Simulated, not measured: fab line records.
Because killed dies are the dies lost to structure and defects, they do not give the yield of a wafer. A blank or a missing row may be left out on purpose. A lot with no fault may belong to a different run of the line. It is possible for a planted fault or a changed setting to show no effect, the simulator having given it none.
fab line records -- flow ritCmos -- part 2 of 2: steps 42 to 43 of 43
record lots=6, wafers=18, lastDay=7
route steps=202 shown SDANNEAL@155 PSD@157 NSD@158 PLDD@159 NLDD@160 SILICIDE@161 CONTACT@168 M1@184
lots that met no fault: taken from a fault-free run of the same line
startH: start of the lot's first displayed wafer, in hours after the record's first day -- waitH: hours elapsed since this lot's preceding step -- " same as the row above -- L1.1+2: several wafers, shown together as one row -- - either no value or no given start -- * or withheld: withheld -- < > ~ a bound
route shown NAME@n: a module of which the file shows steps, and the number in the route of the first -- usual: average and standard deviation across the fault-free wafers -- same: alike in all rows -- chamber/n: place in a boat -- sites: each site's reading -- _std_site: the standard deviation of these -- _edge_site: the outer-site mean with the inner-site mean subtracted -- radiusMm: how far each site lies from the wafer's centre -- mask NAME#n: copy n -- behind: the last tool/chamber to shape the wafer -- hold: the reason the lot was held/the length of the hold in hours/how it ended -- device: the transistor (n, p or np) that didn't switch -- end of line: the route-end tests of the same wafers -- a step without rows: its recipe alone -- killed: at the first sort, the dies lost to defects and structure; wafer yield is something else -- map: dies across one wafer; x = killed, . = not, _ = none there
set.NAME: the setting that was run; set.NAME@STEP: the one run at that earlier step -- model.NAME: the simulator's own value behind a step, which no gauge read
lots at some steps of the route; a table a step, a row a wafer
services: the hour from which a tool's chamber was out of use, counted from the record's first day as startH (under 0 if before that day), plus the number of hours and why
## steps
# step RIT_M1_METAL_ETCH_12
# recipe stopOn=SiO2, chemistry=Cl2/BCl3, target=Al, timeS=165, overEtchFrac=0.5, pressureMtorr=100, targetDepthA=6000, rfW=250, Cl2_flow_sccm=60, bcl3FlowSccm=50
# usual bcl3FlowSccm=49.98/0.15, drypumpMotorCurrentA=5.7/0.36, oesProductAu=0.770/0.011, throttleValvePct=8.30/0.15
lot.wafer,tool,chamber,startH,waitH,bcl3FlowSccm,drypumpMotorCurrentA,oesProductAu,rfHoursCounterH,throttleValvePct
L221.3,rieMetal-01,1,69.70,0.2,50.06,5.3,0.758,-,8.47
L221.4,rieMetal-01,0,69.70,0.2,49.84,6.1,0.769,-,8.06
L221.6,rieMetal-01,1,69.70,0.2,50.07,5.3,0.772,-,8.47
L229.1,rieMetal-04,0,115.81,0.2,49.71,5.5,0.765,38,8.14
L229.3,rieMetal-04,0,115.81,0.2,49.92,5.5,0.767,-,8.16
L229.5,rieMetal-04,1,115.81,0.2,50.06,5.4,0.773,-,8.40
L230.3,rieMetal-01,1,118.47,0.2,50.08,5.3,0.758,-,8.46
L230.4,rieMetal-01,0,118.47,0.2,50.15,6.1,0.756,-,8.06
L230.6,rieMetal-01,0,118.47,0.2,49.96,6.1,0.763,-,8.06
L231.1,rieMetal-03,1,124.33,0.2,49.93,6.1,0.764,2,8.31
L231.5,rieMetal-03,1,124.33,0.2,50.16,6.1,0.765,-,8.31
L231.6,rieMetal-03,0,124.33,0.2,50.19,5.4,0.784,-,8.46
L233.1,rieMetal-01,0,131.00,0.2,49.94,6.1,0.761,3,8.08
L233.2,rieMetal-01,1,131.00,0.2,49.91,5.3,0.776,3,8.46
L233.4,rieMetal-01,0,131.00,0.2,50.02,6.2,0.756,-,8.08
L241.1,rieMetal-03,1,169.99,0.2,49.92,6.1,0.762,2,8.28
L241.3,rieMetal-03,0,169.99,0.2,50.07,5.4,0.770,-,8.46
L241.5,rieMetal-03,1,169.99,0.2,49.78,6.1,0.754,-,8.30
# step RIT_M1_PROBE_99
# usual killedAtContacts=0.1/0.36, killedAtFrontEnd=7.2/2.9, killedDies=7.4/2.9, killedOpen=3.8/2, killedShort=3.5/2
# same grossDies=264, killed_at_M0_to_M3=0, killed_at_M4_up=0, killedAtBackSide=0, killedAtOther=0
lot.wafer,tool,chamber,startH,waitH,killedAtContacts,killedAtFrontEnd,killedDies,killedOpen,killedShort,model.etest.npolySal.rsOhmSq,model.etest.ppolySal.rsOhmSq,model.etest.pplusSal.rsOhmSq,model.etest.nplusSal.rsOhmSq,model.etest.pplusSal.lineOhmUm
L221.3,prober-01,-,72.00,0.2,0,4,4,4,0,4.313,4.272,4.277,4.262,1.261
L221.4,prober-01,-,72.05,0.2,0,6,6,3,3,4.381,4.352,4.368,4.335,1.269
L221.6,prober-01,-,72.15,0.2,0,8,8,5,3,4.364,4.316,4.323,4.286,1.264
L229.1,prober-02,-,118.24,0.1,0,13,13,6,7,4.458,4.384,4.416,4.398,1.286
L229.3,prober-02,-,118.34,0.2,0,6,6,3,3,4.421,4.389,4.383,4.348,1.265
L229.5,prober-02,-,118.44,0.2,0,10,10,7,3,4.423,4.359,4.362,4.345,1.261
L230.3,prober-01,-,120.77,0.2,0,6,6,2,4,4.378,4.339,4.334,4.305,1.275
L230.4,prober-01,-,120.82,0.2,0,9,9,5,4,4.373,4.339,4.354,4.343,1.256
L230.6,prober-01,-,120.92,0.2,1,7,8,3,5,4.385,4.343,4.323,4.313,1.262
L231.1,prober-02,-,126.59,0.1,0,10,10,4,6,4.309,4.273,4.254,4.248,1.239
L231.5,prober-02,-,126.79,0.2,0,15,15,10,5,4.239,4.235,4.241,4.197,1.223
L231.6,prober-02,-,126.84,0.2,0,7,7,4,3,4.235,4.212,4.221,4.165,1.216
L233.1,prober-02,-,133.25,0.1,0,5,5,1,4,4.334,4.309,4.301,4.253,1.263
L233.2,prober-02,-,133.30,0.1,1,6,7,2,5,4.355,4.329,4.319,4.302,1.252
L233.4,prober-02,-,133.40,0.2,1,12,13,6,7,4.263,4.221,4.239,4.218,1.236
L241.1,prober-02,-,172.25,0.1,0,12,12,6,6,4.309,4.305,4.255,4.291,1.237
L241.3,prober-02,-,172.35,0.2,0,7,7,2,5,4.338,4.346,4.332,4.303,1.267
L241.5,prober-02,-,172.45,0.2,0,8,8,4,4,4.311,4.294,4.286,4.261,1.239
# killed by level:class
L221.3 REOX:geometricParticle:open=2 SPACER:geometricParticle:open=2
L221.4 FOX1:geometricParticle:short=1 FOX1:geometricParticle:open=1 REOX:geometricParticle:short=1 REOX:geometricParticle:open=1 SPACER:geometricParticle:short=1 SILICIDE:geometricParticle:open=1
L221.6 FOX1:geometricParticle:short=1 FOX1:geometricParticle:open=1 FOX2:geometricParticle:open=1 FOX2:geometricParticle:short=1 GATE:geometricParticle:open=1 SPACER:geometricParticle:open=1 SPACER:geometricParticle:short=1 SILICIDE:geometricParticle:open=1
L229.1 FOX2:geometricParticle:open=2 FOX2:geometricParticle:short=2 GATE:geometricParticle:short=2 GATE:geometricParticle:open=2 SPACER:geometricParticle:short=2 FOX1:geometricParticle:open=1 REOX:geometricParticle:short=1 REOX:geometricParticle:open=1
L229.3 FOX2:geometricParticle:short=2 GATE:geometricParticle:short=1 GATE:geometricParticle:open=1 REOX:geometricParticle:open=1 SILICIDE:geometricParticle:open=1
L229.5 GATE:geometricParticle:open=5 FOX1:geometricParticle:short=1 FOX1:geometricParticle:open=1 FOX2:geometricParticle:short=1 GATE:geometricParticle:short=1 SPACER:geometricParticle:open=1
L230.3 FOX1:geometricParticle:open=2 REOX:geometricParticle:short=2 FOX2:geometricParticle:short=1 GATE:geometricParticle:short=1
L230.4 GATE:geometricParticle:open=3 GATE:geometricParticle:short=2 FOX1:geometricParticle:open=1 REOX:geometricParticle:short=1 SPACER:geometricParticle:open=1 SILICIDE:geometricParticle:short=1
L230.6 FOX1:geometricParticle:short=3 FOX2:geometricParticle:open=1 GATE:geometricParticle:open=1 GATE:geometricParticle:short=1 REOX:geometricParticle:open=1 CONTACT:geometricParticle:short=1
L231.1 GATE:geometricParticle:short=4 SILICIDE:geometricParticle:open=2 SILICIDE:geometricParticle:short=2 GATE:geometricParticle:open=1 SPACER:geometricParticle:open=1
L231.5 SILICIDE:geometricParticle:open=4 FOX2:geometricParticle:short=3 SPACER:geometricParticle:open=3 GATE:geometricParticle:open=2 FOX2:geometricParticle:open=1 GATE:geometricParticle:short=1 SPACER:geometricParticle:short=1
L231.6 GATE:geometricParticle:open=3 FOX1:geometricParticle:short=1 FOX2:geometricParticle:open=1 GATE:geometricParticle:short=1 REOX:geometricParticle:short=1
L233.1 FOX2:geometricParticle:short=2 GATE:geometricParticle:open=1 GATE:geometricParticle:short=1 SPACER:geometricParticle:short=1
L233.2 FOX1:geometricParticle:short=2 FOX1:geometricParticle:open=1 FOX2:geometricParticle:short=1 REOX:geometricParticle:open=1 SPACER:geometricParticle:short=1 CONTACT:geometricParticle:short=1
L233.4 GATE:geometricParticle:short=3 GATE:geometricParticle:open=2 SPACER:geometricParticle:open=2 FOX1:geometricParticle:short=1 REOX:geometricParticle:open=1 SPACER:geometricParticle:short=1 SILICIDE:geometricParticle:short=1 SILICIDE:geometricParticle:open=1
L241.1 FOX1:geometricParticle:open=4 FOX1:geometricParticle:short=2 GATE:geometricParticle:short=2 FOX2:geometricParticle:short=1 GATE:geometricParticle:open=1 SILICIDE:geometricParticle:short=1 SILICIDE:geometricParticle:open=1
L241.3 FOX1:geometricParticle:short=2 REOX:geometricParticle:short=2 FOX1:geometricParticle:open=1 GATE:geometricParticle:short=1 GATE:geometricParticle:open=1
L241.5 GATE:geometricParticle:open=2 GATE:geometricParticle:short=2 SILICIDE:geometricParticle:short=2 FOX2:geometricParticle:open=1 SILICIDE:geometricParticle:open=1
## services
tool,chamber,startH,hours,kind
rieDiel-01,-,45.93,3.2,repair
rieDiel-02,1,46.16,14.7,repair
pecvd-03,-,50.42,2.6,repair
pvdSputter-02,-,53.78,10.5,repair
rieDiel-03,0,56.94,8.8,repair
plasmaAsher-03,-,62.75,3.1,repair
plasmaAsher-03,-,66.82,15.6,pm
pecvd-04,2,67.39,2.4,repair
rieMetal-03,0,69.67,29.5,repair
rieDiel-02,0,73.09,12.9,repair
rieDiel-01,2,101.06,17.1,repair
pecvd-04,-,103.93,0.9,repair
plasmaAsher-02,-,107.56,3.9,repair
pecvd-04,2,109.34,3.8,repair
plasmaAsher-02,-,111.42,9.0,pm
rieMetal-01,-,115.84,0.8,repair
pvdSputter-03,-,120.84,3.1,repair
rtpAnneal-02,-,133.09,5.1,pm
pecvd-01,-,146.27,1.5,repair
pecvd-04,0,147.73,6.5,repair
pecvd-01,-,148.34,0.6,repair
rieMetal-01,-,153.27,1.0,repair
pvdSputter-03,-,160.78,2.8,repair
rieMetal-01,-,168.42,0.5,repair
## key
firstSign none at tools or gauges
modelEffect step=RIT_M1_PROBE_99, value=etest.npolySal.rsOhmSq, without=4.389, struck=4.289
metAt RIT_SILICIDE_RTA_06
struckWafers L231.1,L231.5,L231.6,L233.1,L233.2,L233.4
testerLeftOut L231,L233
onsetBetween 111.11 119.81
fault kind=processParameterDrift, tool=rtpAnneal-02, chamber=-, onsetH=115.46, steps=RIT_SILICIDE_RTA_06, channel=timeS, offset=*, shape=step, endH=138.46, actsIn=*, stated=*
# testerLeftOut: of these lots the tester's yield and bins aren't shown, on N5 and GAA mostly nor the transistor test; their killed dies are dies lost to structure and defects alone, not to doping, threshold or leakage, so they don't give the yield
